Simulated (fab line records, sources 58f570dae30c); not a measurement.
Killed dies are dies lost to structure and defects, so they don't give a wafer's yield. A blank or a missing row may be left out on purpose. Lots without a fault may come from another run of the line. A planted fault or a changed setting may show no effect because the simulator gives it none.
fab line records | flow berkeley_cmos170
record lots=15 wafers=45 last_day=12
route steps=331 shown NWELL@29 FIELD@91 NVT@107
lots that met no fault: from a run of the same line without faults
start_h: hours from the record's first day to the start of the lot's first wafer shown | wait_h: hours since the lot's step before | " the same as in the row above | L1.1+2: a row that stands for several wafers | - no value, or no start given | * or withheld: withheld | < > ~ a bound
route shown NAME@n: a module of which the file shows steps, and the number in the route of the first | usual: mean/standard deviation of fault-free wafers | same: alike in all rows | chamber/n: place in a boat | sites: the reading at each site | _std_site: their standard deviation | _edge_site: outer sites' mean less inner sites' | radius_mm: how far each site lies from the wafer's centre | mask NAME#n: copy n | behind: the tool/chamber that last shaped the wafer | hold: why the lot was held/for how many hours/how that ended | device: the transistor (n, p or np) that didn't switch | end of line: the same wafers' tests at the end of the route | a step without rows: its recipe alone | killed: dies lost to structure and defects at the first sort, not the wafer's yield | map: a wafer's dies, x killed, . not, _ none there
set.NAME: the setting as run; set.NAME@STEP: as run at that earlier step | model.NAME: the simulator's own value behind a step, which no gauge read
steps of the route over a sample of lots; a table a step, a row a wafer
services: from which hour (start_h, from the record's first day; less than 0 if before it) a tool's chamber was out of use, for how many hours, and why
## steps
# step UCB170_NWELL_STRIP_15
# recipe chemistry=O2 power_w=400 pressure_mtorr=3500 platen_temp_c=withheld o2_flow_sccm=400 overash_fraction=0.5
# usual drypump_motor_current_A=5.5/0.58 oes_product_au=0.722/0.0048 strip_time_to_endpoint_s=18.08/0.085
# same overash_fraction=0.5
# columns lot.wafer tool chamber start_h wait_h drypump_motor_current_A oes_product_au rf_hours_counter_h strip_time_to_endpoint_s
L264.2 plasma_asher-01 1 28.21 0.1 5.7 0.721 33 18.02
L264.3 " 0 " " 5.2 0.728 - 18.11
L264.6 " 0 " " 5.2 0.719 - 18.02
L265.1 plasma_asher-04 0 35.66 0.1 5.2 0.724 19 18.07
L265.2 " 1 " " 4.9 0.717 19 18.07
L265.4 " 1 " " 5.0 0.728 - 17.95
L268.3 plasma_asher-01 1 51.69 0.1 5.8 0.716 - 18.12
L268.4 " 0 " " 5.2 0.716 - 18.05
L268.6 " 0 " " 5.2 0.719 - 18.00
L275.2 plasma_asher-04 0 86.67 0.1 5.2 0.712 26 18.09
L275.4 " 1 " " 5.0 0.728 - 18.10
L275.5 " 0 " " 5.2 0.711 - 18.16
L276.3 plasma_asher-01 1 86.94 0.1 5.7 0.724 - 18.17
L276.5 " 1 " " 5.8 0.726 - 18.14
L276.6 " 0 " " 5.2 0.719 - 18.17
L277.1 plasma_asher-01 1 98.78 0.1 5.7 0.720 39 18.14
L277.4 " 0 " " 5.2 0.718 - 18.05
L277.5 " 0 " " 5.2 0.716 - 18.09
L278.3 plasma_asher-03 1 104.48 0.1 6.8 0.720 - 18.01
L278.4 " 0 " " 6.3 0.727 - 18.03
L278.6 " 1 " " 6.7 0.719 - 18.18
L280.2 plasma_asher-04 1 106.33 0.1 4.9 0.723 28 18.18
L280.3 " 1 " " 4.9 0.727 - 18.10
L280.5 " 0 " " 5.2 0.716 - 18.18
L279.1 plasma_asher-04 1 106.93 0.1 5.0 0.720 28 18.23
L279.2 " 0 " " 5.3 0.725 28 18.15
L279.3 " 0 " " 5.2 0.731 - 18.18
L282.4 plasma_asher-03 0 120.65 0.1 6.3 0.719 - 17.95
L282.5 " 0 " " 6.3 0.726 - 17.97
L282.6 " 1 " " 6.8 0.715 - 17.94
L284.2 plasma_asher-03 1 129.49 0.1 6.8 0.717 41 18.02
L284.4 " 0 " " 6.3 0.721 - 18.06
L284.6 " 0 " " 6.3 0.719 - 17.98
L283.2 plasma_asher-01 1 129.76 0.1 5.8 0.724 43 18.11
L283.4 " 1 " " 5.8 0.719 - 18.18
L283.6 " 0 " " 5.2 0.726 - 18.18
L285.1 plasma_asher-01 0 136.54 0.1 5.2 0.725 43 18.12
L285.4 " 0 " " 5.2 0.723 - 18.10
L285.6 " 1 " " 5.8 0.711 - 18.07
L287.2 plasma_asher-04 0 142.13 0.1 5.2 0.718 32 18.00
L287.5 " 0 " " 5.2 0.728 - 18.10
L287.6 " 1 " " 5.0 0.721 - 18.09
L286.1 plasma_asher-01 0 142.34 0.1 5.2 0.720 44 18.06
L286.4 " 1 " " 5.7 0.714 - 18.08
L286.5 " 0 " " 5.2 0.725 - 18.03
# step UCB170_FIELD_THK_MEAS_02
# recipe reads=SiO2_of_FIELD_OXIDATION_01
# usual FIELD_OXIDE_THK=562/11
# columns lot.wafer tool chamber start_h wait_h FIELD_OXIDE_THK[nm]
L264.2 film_metro-04 - 77.78 0.0 571
L264.3 " - " " 563
L264.6 " - " " 567
L265.1 film_metro-02 - 87.79 0.0 578
L265.2 " - " " 583
L265.4 " - " " 577
L268.3 film_metro-01 - 104.16 0.0 547
L268.4 " - " " 554
L268.6 " - " " 549
L275.2 film_metro-02 - 141.64 0.0 572
L275.4 " - " " 578
L275.5 " - " " 584
L277.1 film_metro-04 - 149.64 0.0 557
L277.4 " - " " 550
L277.5 " - " " 552
L276.3 film_metro-01 - 149.66 0.0 545
L276.5 " - " " 548
L276.6 " - " " 542
L280.2 film_metro-02 - 155.33 0.0 556
L280.3 " - " " 561
L280.5 " - " " 561
L278.3 film_metro-01 - 155.34 0.0 552
L278.4 " - " " 555
L278.6 " - " " 547
L279.1 film_metro-04 - 164.84 0.0 570
L279.2 " - " " 578
L279.3 " - " " 577
L283.2 film_metro-04 - 180.81 0.0 563
L283.4 " - " " 567
L283.6 " - " " 566
L284.2 film_metro-02 - 180.81 0.0 543
L284.4 " - " " 549
L284.6 " - " " 541
L282.4 film_metro-01 - 180.83 0.0 554
L282.5 " - " " 556
L282.6 " - " " 553
L285.1 film_metro-01 - 180.86 0.1 560
L285.4 " - " " 558
L285.6 " - " " 562
L286.1 film_metro-02 - 198.22 0.0 559
L286.4 " - " " 566
L286.5 " - " " 559
L287.2 film_metro-01 - 198.23 0.0 575
L287.5 " - " " 571
L287.6 " - " " 564
# step UCB170_NVT_EXPOSE_03
# recipe mask_id=PWELL target_cd_nm=3000 na=0.5 sigma_outer=0.6 source_shape=conventional dose_mj=30
# usual exposure_dose_mJ_cm2=30.001/0.026 focus_offset_nm=0.1/0.57 na=0.5/0 reticle_temp_C=22.99/0.1 stage_vel_mm_s=500.03/0.26
# columns lot.wafer tool chamber start_h wait_h mask exposure_dose_mJ_cm2 focus_offset_nm na reticle_temp_C stage_vel_mm_s
L264.2 krf_scanner-02 0 97.78 0.1 PWELL#0 30.003 1.6 0.5 22.91 500.09
L264.3 " 0 " " PWELL#0 29.988 0.2 0.5 22.79 500.18
L264.6 " 0 " " PWELL#0 30.015 0.3 0.5 23.01 500.20
L265.1 krf_scanner-02 0 109.10 0.5 PWELL#0 29.991 0.7 0.5 22.99 500.02
L265.2 " 0 " " PWELL#0 30.024 -0.1 0.5 23.09 500.25
L265.4 " 0 " " PWELL#0 29.973 -0.1 0.5 22.94 500.31
L268.3 krf_scanner-02 0 127.41 0.1 PWELL#0 30.011 0.6 0.5 22.91 499.54
L268.4 " 0 " " PWELL#0 30.019 -0.3 0.5 22.82 499.91
L268.6 " 0 " " PWELL#0 30.003 0.3 0.5 22.91 499.59
L275.2 krf_scanner-01 - 165.45 0.4 PWELL#0 - - - - -
L275.4 " - " " PWELL#0 - - - - -
L275.5 " - " " PWELL#0 - - - - -
L277.1 krf_scanner-02 - 169.39 0.2 PWELL#0 - - - - -
L277.4 " - " " PWELL#0 - - - - -
L277.5 " - " " PWELL#0 - - - - -
L276.3 krf_scanner-01 - 169.67 0.5 PWELL#0 - - - - -
L276.5 " - " " PWELL#0 - - - - -
L276.6 " - " " PWELL#0 - - - - -
L278.3 krf_scanner-01 0 181.41 0.1 PWELL#0 30.011 0.9 0.5 23.05 499.83
L278.4 " 0 " " PWELL#0 30.015 0.0 0.5 22.98 499.94
L278.6 " 0 " " PWELL#0 30.007 0.7 0.5 22.99 500.06
L280.2 krf_scanner-02 0 181.63 0.4 PWELL#0 29.969 -0.9 0.5 23.03 500.29
L280.3 " 0 " " PWELL#0 29.990 -0.2 0.5 23.06 500.28
L280.5 " 0 " " PWELL#0 29.981 -1.3 0.5 23.00 500.13
L279.1 krf_scanner-02 0 194.17 0.1 PWELL#0 29.982 0.2 0.5 23.11 499.78
L279.2 " 0 " " PWELL#0 29.991 -0.4 0.5 23.00 499.96
L279.3 " 0 " " PWELL#0 30.007 -0.1 0.5 23.12 500.57
L283.2 krf_scanner-02 0 208.72 0.2 PWELL#0 30.007 1.5 0.5 23.14 499.92
L283.4 " 0 " " PWELL#0 29.993 0.5 0.5 23.07 500.12
L283.6 " 0 " " PWELL#0 30.033 0.7 0.5 23.08 500.14
L284.2 krf_scanner-02 0 208.84 0.3 PWELL#0 30.011 0.9 0.5 23.06 499.70
L284.4 " 0 " " PWELL#0 29.971 0.0 0.5 23.01 499.98
L284.6 " 0 " " PWELL#0 30.019 0.3 0.5 22.90 500.00
L282.4 krf_scanner-01 0 209.12 0.5 PWELL#0 30.014 0.2 0.5 23.01 499.55
L282.5 " 0 " " PWELL#0 30.012 1.4 0.5 22.93 499.92
L282.6 " 0 " " PWELL#0 29.950 0.7 0.5 22.81 499.99
L285.1 krf_scanner-02 0 209.37 0.5 PWELL#0 30.007 0.4 0.5 22.80 499.90
L285.4 " 0 " " PWELL#0 30.054 0.8 0.5 22.92 500.22
L285.6 " 0 " " PWELL#0 30.032 0.1 0.5 23.01 500.22
L287.2 krf_scanner-02 0 221.70 0.2 PWELL#0 30.037 0.3 0.5 23.01 499.32
L287.5 " 0 " " PWELL#0 30.038 0.0 0.5 23.05 499.87
L287.6 " 0 " " PWELL#0 30.061 -0.2 0.5 22.97 499.93
L286.1 krf_scanner-02 0 221.80 0.3 PWELL#0 30.032 -0.3 0.5 22.92 500.06
L286.4 " 0 " " PWELL#0 30.019 0.2 0.5 22.96 499.93
L286.5 " 0 " " PWELL#0 30.032 1.4 0.5 23.00 500.14
# step UCB170_NVT_OVL_MEAS_06
# usual NVT_OVL=2/5.6
# columns lot.wafer tool chamber start_h wait_h NVT_OVL[nm]
L264.2 overlay-01 - 98.77 - 7
L264.3 " - " " 7
L264.6 " - " " 8
L265.1 overlay-01 - 109.49 - -3
L265.2 " - " " 0
L265.4 " - " " 5
L268.3 overlay-01 - 128.11 - 4
L268.4 " - " " 8
L268.6 " - " " -3
L275.2 overlay-02 - 166.19 - -
L275.4 " - " " -
L275.5 " - " " -
L277.1 overlay-01 - 169.78 - -
L277.4 " - " " -
L277.5 " - " " -
L276.3 overlay-02 - 170.07 - -
L276.5 " - " " -
L276.6 " - " " -
L278.3 overlay-02 - 181.77 - -14
L278.4 " - " " -6
L278.6 " - " " -2
L280.2 overlay-01 - 182.01 - 8
L280.3 " - " " -1
L280.5 " - " " 3
L279.1 overlay-02 - 194.56 - 4
L279.2 " - " " 0
L279.3 " - " " -7
L283.2 overlay-02 - 209.41 - -1
L283.4 " - " " 2
L283.6 " - " " 6
L284.2 overlay-01 - 209.41 - -4
L284.4 " - " " -7
L284.6 " - " " -8
L282.4 overlay-01 - 209.69 - -3
L282.5 " - " " 10
L282.6 " - " " 4
L285.1 overlay-02 - 209.76 - 7
L285.4 " - " " 4
L285.6 " - " " 6
L287.2 overlay-01 - 222.26 - 3
L287.5 " - " " -1
L287.6 " - " " 5
L286.1 overlay-01 - 222.32 - -2
L286.4 " - " " 3
L286.5 " - " " -2
## services
# columns tool chamber start_h hours kind
krf_scanner-02 - 6.90 1.0 pm
krf_scanner-01 - 14.11 1.0 pm
plasma_asher-01 - 35.17 9.7 repair
krf_scanner-01 - 41.73 2.6 repair
krf_scanner-02 - 64.37 8.9 repair
plasma_asher-01 - 67.94 4.3 pm
krf_scanner-01 0 69.41 - calibration
plasma_asher-01 - 74.99 3.9 repair
plasma_asher-04 - 92.19 0.9 repair
krf_scanner-02 0 117.90 - calibration
plasma_asher-03 - 118.09 1.4 repair
krf_scanner-01 - 125.07 0.8 pm
krf_scanner-02 - 130.34 1.3 pm
krf_scanner-01 - 138.25 0.8 pm
plasma_asher-01 - 169.20 2.8 pm
krf_scanner-01 - 174.03 1.3 pm
krf_scanner-02 - 175.86 1.0 pm
krf_scanner-01 - 183.01 1.0 pm
plasma_asher-03 - 192.85 1.3 repair
plasma_asher-01 - 195.90 1.2 repair
plasma_asher-04 - 209.00 3.8 repair
plasma_asher-03 - 218.75 5.6 repair
## key
first_sign step=UCB170_NVT_EXPOSE_03 reading=tool_record direction=missing
effect none on later readings
met_at UCB170_NVT_EXPOSE_03
struck_lots L275,L276,L277
sort_left_out L275.2,L275.4,L275.5,L276.3,L276.5,L276.6,L277.1,L277.4,L277.5
tester_left_out L275,L276,L277
not_acting_at UCB170_NWELL_STRIP_15,UCB170_FIELD_THK_MEAS_02,UCB170_NVT_OVL_MEAS_06
onset_between 127.41 165.45
fault kind=skipped_step_whole tool=krf_scanner-01,krf_scanner-02 chamber=- onset_h=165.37 steps=UCB170_NVT_EXPOSE_03 scope=struck_lots_only
# tester_left_out: of these lots the tester's yield and bins aren't shown, on N5 and GAA mostly nor the transistor test; their killed dies are dies lost to structure and defects alone, not to doping, threshold or leakage, so they don't give the yield
# sort_left_out: the simulated sort isn't trusted on such a fault, so these wafers' sort isn't shown, and their yield isn't known
